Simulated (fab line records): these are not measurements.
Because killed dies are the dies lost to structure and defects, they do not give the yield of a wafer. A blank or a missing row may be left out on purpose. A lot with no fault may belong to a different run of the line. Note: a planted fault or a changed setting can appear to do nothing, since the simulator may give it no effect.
2 desks looking at one fault || flow berkeley-cmos170 || what lay behind the numbers comes last; until then each desk has only its own

TOOL OWNER'S DESK, litho-track-04
The tool's own readings at UCB170_CONTACT_COAT_09: means of the sampled wafers that have a number, for each lot that ran on this tool. Any lot whose mean is over 4 standard deviations away from the usual mean is out of limits and marked OUT; that distance is given in the brackets.
Columns: A = spin-speed-rpm at UCB170_CONTACT_COAT_09, usual 3000.0 rpm
{"lot": "L641", "first seen here": "day 7 21:31", "A": 3001.5}
{"lot": "L642", "first seen here": "day 8 02:27", "A": 2999.0}
{"lot": "L647", "first seen here": "day 9 02:14", "A": 2999.6}
{"lot": "L654", "first seen here": "day 10 12:40", "A": 2998.3}
{"lot": "L657", "first seen here": "day 11 01:13", "A": "2745.3 (-99 or more) OUT"}
{"lot": "L656", "first seen here": "day 11 02:06", "A": "2745.2 (-99 or more) OUT"}
Finding of this desk: L656, L657 out of limits; the first was L657 at day 11 01:13, on spin-speed-rpm at UCB170_CONTACT_COAT_09. Within limits: L641, L642, L647, L654.

METROLOGY DESK
Lot by lot, what the gauges showed, no matter which tool ran the lot: averages of those sampled wafers that carry a number. Any lot whose mean is over 4 standard deviations away from the usual mean is out of limits and marked OUT; that distance is given in the brackets.
Columns: A = V2_TEOS_THK at UCB170_V2_THK_MEAS_01, usual 2011 nm
{"lot": "L641", "first seen here": "day 8 08:11", "A": 1998}
{"lot": "L642", "first seen here": "day 8 15:20", "A": 2011}
{"lot": "L648", "first seen here": "day 9 14:47", "A": 1980}
{"lot": "L647", "first seen here": "day 9 15:20", "A": 2010}
{"lot": "L646", "first seen here": "day 9 15:26", "A": 2002}
{"lot": "L650", "first seen here": "day 10 01:28", "A": 2006}
{"lot": "L652", "first seen here": "day 10 11:38", "A": 1978}
{"lot": "L654", "first seen here": "day 10 23:02", "A": 2025}
{"lot": "L653", "first seen here": "day 11 00:31", "A": 2024}
{"lot": "L657", "first seen here": "day 11 11:25", "A": 2046}
{"lot": "L656", "first seen here": "day 11 13:05", "A": 2022}
{"lot": "L660", "first seen here": "day 12 06:49", "A": 1983}
{"lot": "L661", "first seen here": "day 12 06:57", "A": 1981}
{"lot": "L664", "first seen here": "day 13 07:52", "A": 2026}
This desk's verdict: no lot among the 14 shows anything out of limits.

TAKEN TOGETHER
The tool owner's desk could have raised an alarm at day 11 01:13, on L656, L657.
From the metrology desk's view, nothing was out of limits.
The metrology desk holds a record of L656, L657, inside its limits.
All the named lots went through UCB170_CONTACT_COAT_09 on litho-track-04.

WHAT WAS PUT IN BY THE SIMULATOR
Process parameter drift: litho-track-04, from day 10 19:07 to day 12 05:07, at UCB170_CONTACT_COAT_09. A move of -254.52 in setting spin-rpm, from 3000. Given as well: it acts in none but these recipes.
Shown lots that were struck: L656, L657.
Time in hours from fault onset to the first out-of-limits reading at each desk: the tool owner's desk, 6.
